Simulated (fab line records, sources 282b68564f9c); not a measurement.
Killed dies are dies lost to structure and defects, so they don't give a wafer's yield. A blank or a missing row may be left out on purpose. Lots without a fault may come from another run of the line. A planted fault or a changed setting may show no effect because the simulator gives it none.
fab line records | flow rit_cmos | part 2 of 2: steps 36 to 50 of 50
record lots=5 wafers=15 last_day=7
route steps=202 shown REOX@100 NLDD@103 PLDD@114 SPACER@125 NSD@131 PSD@142
lots that met no fault: from a run of the same line without faults
start_h: hours from the record's first day to the start of the lot's first wafer shown | wait_h: hours since the lot's step before | " the same as in the row above | L1.1+2: a row that stands for several wafers | - no value, or no start given | * or withheld: withheld | < > ~ a bound
route shown NAME@n: a module of which the file shows steps, and the number in the route of the first | usual: mean/standard deviation of fault-free wafers | same: alike in all rows | chamber/n: place in a boat | sites: the reading at each site | _std_site: their standard deviation | _edge_site: outer sites' mean less inner sites' | radius_mm: how far each site lies from the wafer's centre | mask NAME#n: copy n | behind: the tool/chamber that last shaped the wafer | hold: why the lot was held/for how many hours/how that ended | device: the transistor (n, p or np) that didn't switch | end of line: the same wafers' tests at the end of the route | a step without rows: its recipe alone | killed: dies lost to structure and defects at the first sort, not the wafer's yield | map: a wafer's dies, x killed, . not, _ none there
set.NAME: the setting as run; set.NAME@STEP: as run at that earlier step | model.NAME: the simulator's own value behind a step, which no gauge read
lots at some steps of the route; a table a step, a row a wafer
services: from which hour (start_h, from the record's first day; less than 0 if before it) a tool's chamber was out of use, for how many hours, and why
## steps
# step RIT_NSD_PEB_04
# recipe resist=NOVOLAK temp_c=withheld time_s=withheld
# columns lot.wafer tool chamber start_h wait_h
L075.1+2+6 litho_track-04 0 52.16 0.1
L082.1+2+6 litho_track-01 0 91.65 0.1
L083.2+3+5 litho_track-01 0 97.82 0.1
L085.1+5+6 litho_track-03 0 104.84 0.1
L094.1+2+3 litho_track-04 0 152.50 0.3
# step RIT_NSD_DEVELOP_05
# recipe resist=NOVOLAK develop_time_s=50 dev_temp_c=23
# columns lot.wafer tool chamber start_h wait_h
L075.1+2+6 litho_track-04 0 - -
L082.1+2+6 litho_track-01 0 - -
L083.2+3+5 litho_track-01 0 - -
L085.1+5+6 litho_track-03 0 - -
L094.1+2+3 litho_track-04 0 - -
# step RIT_NSD_OVL_MEAS_06
# usual NSD_OVL=0.3/1.2
# columns lot.wafer tool chamber start_h wait_h NSD_OVL[nm]
L075.1 overlay-02 - 52.44 - 1.1
L075.2 " - " " 0.7
L075.6 " - " " 0.2
L082.1 overlay-02 - 91.93 - -1.1
L082.2 " - " " -1.4
L082.6 " - " " -1.5
L083.2 overlay-01 - 98.08 - 1.0
L083.3 " - " " 0.7
L083.5 " - " " 1.0
L085.1 overlay-01 - 105.12 - 0.7
L085.5 " - " " 2.0
L085.6 " - " " 1.2
L094.1 overlay-01 - 152.78 - -1.0
L094.2 " - " " 0.2
L094.3 " - " " -0.2
# step RIT_NSD_HARDBAKE_07
# recipe resist=NOVOLAK temp_c=140 time_s=60
# columns lot.wafer tool chamber start_h wait_h
L075.1+2+6 litho_track-01 0 52.48 0.0
L082.1+2+6 litho_track-04 0 92.20 0.3
L083.2+3+5 litho_track-03 0 98.13 0.0
L085.1+5+6 litho_track-01 0 105.16 0.0
L094.1+2+3 litho_track-04 0 152.82 0.0
# step RIT_NSD_IMPLANT_08
# recipe species=P energy_kev=24.7 dose_cm2=1e+15 tilt_deg=7
# usual beam_energy_keV=24.702/0.0075 tilt_deg=6.998/0.019
# same implant_ion_amu=31
# columns lot.wafer tool chamber start_h wait_h beam_energy_keV tilt_deg
L075.1 implanter-04 0 52.63 0.1 24.697 7.001
L075.2 " 0 " " 24.708 6.996
L075.6 " 0 " " 24.704 7.001
L082.1 implanter-01 0 92.35 0.1 24.699 6.986
L082.2 " 0 " " 24.709 6.960
L082.6 " 0 " " 24.697 6.978
L083.2 implanter-03 0 98.28 0.1 24.705 6.959
L083.3 " 0 " " 24.707 6.973
L083.5 " 0 " " 24.696 6.973
L085.1 implanter-01 0 105.31 0.1 24.702 7.015
L085.5 " 0 " " 24.711 6.992
L085.6 " 0 " " 24.699 6.991
L094.1 implanter-04 0 152.97 0.1 24.701 7.014
L094.2 " 0 " " 24.698 6.980
L094.3 " 0 " " 24.707 6.987
# step RIT_NSD_STRIP_09
# recipe chemistry=O2 time_s=180 resist=NOVOLAK platen_temp_c=withheld power_w=500 pressure_mtorr=4000 o2_flow_sccm=4000
# usual drypump_motor_current_A=5.78/0.25
# columns lot.wafer tool chamber start_h wait_h drypump_motor_current_A rf_hours_counter_h
L075.1 plasma_asher-01 1 52.78 0.1 5.67 40
L075.2 " 0 " " 5.72 40
L075.6 " 0 " " 5.70 -
L082.1 plasma_asher-01 1 92.50 0.1 5.66 44
L082.2 " 0 " " 5.71 44
L082.6 " 1 " " 5.66 -
L083.2 plasma_asher-01 1 98.41 0.1 5.66 44
L083.3 " 0 " " 5.70 -
L083.5 " 1 " " 5.67 -
L085.1 plasma_asher-01 1 105.46 0.1 5.65 45
L085.5 " 0 " " 5.69 -
L085.6 " 1 " " 5.67 -
L094.1 plasma_asher-01 1 153.12 0.1 5.67 4
L094.2 " 0 " " 5.73 4
L094.3 " 0 " " 5.73 -
# step RIT_NSD_TW_MEAS_10
# usual NSD_TW=3092/18
# columns lot.wafer tool chamber start_h wait_h NSD_TW
L075.1 film_metro-04 - 52.95 0.1 3091
L075.2 " - " " 3103
L075.6 " - " " 3093
L082.1 film_metro-04 - 92.67 0.1 3072
L082.2 " - " " 3064
L082.6 " - " " 3073
L083.2 film_metro-03 - 98.59 0.1 3107
L083.3 " - " " 3103
L083.5 " - " " 3110
L085.1 film_metro-04 - 105.67 0.2 3090
L085.5 " - " " 3086
L085.6 " - " " 3079
L094.1 film_metro-04 - 153.29 0.1 3088
L094.2 " - " " 3076
L094.3 " - " " 3060
# step RIT_PSD_HMDS_00
# recipe prime_time_s=60 prime_temp_c=140
# columns lot.wafer tool chamber start_h wait_h
L075.1+2+6 litho_track-02 0 53.01 0.1
L082.1+2+6 litho_track-02 0 92.76 0.1
L083.2+3+5 litho_track-02 0 98.76 0.2
L085.1+5+6 litho_track-02 0 105.73 0.1
L094.1+2+3 litho_track-02 0 153.35 0.1
# step RIT_PSD_COAT_01
# recipe resist=NOVOLAK spin_rpm=3250 resist_thk_nm=1000
# columns lot.wafer tool chamber start_h wait_h
L075.1+2+6 litho_track-02 0 53.16 0.1
L082.1+2+6 litho_track-02 0 92.91 0.1
L083.2+3+5 litho_track-02 0 98.91 0.1
L085.1+5+6 litho_track-02 0 105.88 0.1
L094.1+2+3 litho_track-02 0 153.50 0.1
# step RIT_PSD_SOFTBAKE_02
# recipe resist=NOVOLAK temp_c=90 time_s=60
# columns lot.wafer tool chamber start_h wait_h
L075.1+2+6 litho_track-02 0 53.31 0.1
L082.1+2+6 litho_track-02 0 93.06 0.1
L083.2+3+5 litho_track-02 0 99.06 0.1
L085.1+5+6 litho_track-02 0 106.03 0.1
L094.1+2+3 litho_track-02 0 153.65 0.1
# step RIT_PSD_EXPOSE_03
# recipe mask_id=M10 na=0.57 target_cd_nm=40900 dose_mj=250
# columns lot.wafer tool chamber start_h wait_h mask
L075.1+2+6 iline_stepper-02 0 53.46 0.1 M10#0
L082.1+2+6 iline_stepper-01 0 93.21 0.1 M10#0
L083.2+3+5 iline_stepper-01 0 99.21 0.1 M10#0
L085.1+5+6 iline_stepper-01 0 106.18 0.1 M10#0
L094.1+2+3 iline_stepper-01 0 153.80 0.1 M10#0
# step RIT_PSD_PEB_04
# recipe resist=NOVOLAK temp_c=withheld time_s=withheld
# columns lot.wafer tool chamber start_h wait_h
L075.1+2+6 litho_track-01 0 53.73 0.2
L082.1+2+6 litho_track-01 0 93.32 0.1
L083.2+3+5 litho_track-02 0 99.39 0.2
L085.1+5+6 litho_track-02 0 106.46 0.3
L094.1+2+3 litho_track-02 0 153.92 0.1
# step RIT_PSD_DEVELOP_05
# recipe resist=NOVOLAK develop_time_s=50 dev_temp_c=23
# columns lot.wafer tool chamber start_h wait_h
L075.1+2+6 litho_track-01 0 - -
L082.1+2+6 litho_track-01 0 - -
L083.2+3+5 litho_track-02 0 - -
L085.1+5+6 litho_track-02 0 - -
L094.1+2+3 litho_track-02 0 - -
# step RIT_PSD_OVL_MEAS_06
# usual PSD_OVL=0.1/1.5
# columns lot.wafer tool chamber start_h wait_h PSD_OVL[nm]
L075.1 overlay-01 - 54.01 - -1.5
L075.2 " - " " -1.4
L075.6 " - " " -2.0
L082.1 overlay-01 - 93.61 - -0.6
L082.2 " - " " -1.0
L082.6 " - " " 0.4
L083.2 overlay-02 - 99.65 - 1.7
L083.3 " - " " 0.9
L083.5 " - " " -0.1
L085.1 overlay-01 - 106.74 - 0.3
L085.5 " - " " 0.8
L085.6 " - " " 1.0
L094.1 overlay-01 - 154.20 - 0.9
L094.2 " - " " 1.5
L094.3 " - " " 2.0
# step RIT_PSD_HARDBAKE_07
# recipe resist=NOVOLAK temp_c=140 time_s=60
# columns lot.wafer tool chamber start_h wait_h
L075.1+2+6 litho_track-01 0 54.05 0.0
L082.1+2+6 litho_track-03 0 93.64 0.0
L083.2+3+5 litho_track-03 0 99.71 0.0
L085.1+5+6 litho_track-01 0 106.96 0.2
L094.1+2+3 litho_track-02 0 154.24 0.0
## services
# columns tool chamber start_h hours kind
rie_diel-03 - 34.25 2.8 pm
plasma_asher-04 - 37.92 1.1 repair
rie_diel-02 2 40.87 4.4 repair
implanter-03 - 43.12 5.7 pm
rie_diel-04 3 43.41 5.9 repair
rie_diel-04 1 58.61 5.6 repair
rie_diel-03 1 63.76 17.4 repair
implanter-03 - 66.74 2.6 pm
implanter-02 - 76.55 3.1 repair
implanter-03 - 76.76 3.5 repair
rie_diel-03 2 81.13 - clean
rie_diel-03 2 81.13 - consumable_replace:esc
wet_bench-03 - 87.31 21.8 pm
iline_stepper-02 - 100.88 1.7 pm
furnace-03 - 107.63 3.7 pm
plasma_asher-01 - 108.75 9.0 pm
plasma_asher-01 0 108.75 9.0 vent_cycle
plasma_asher-01 1 108.75 9.0 vent_cycle
plasma_asher-01 0 117.75 - clean
plasma_asher-01 1 117.75 - clean
rie_diel-02 - 118.34 20.4 repair
implanter-03 - 121.60 4.1 repair
plasma_asher-04 - 143.32 2.8 pm
implanter-04 - 150.47 2.3 repair
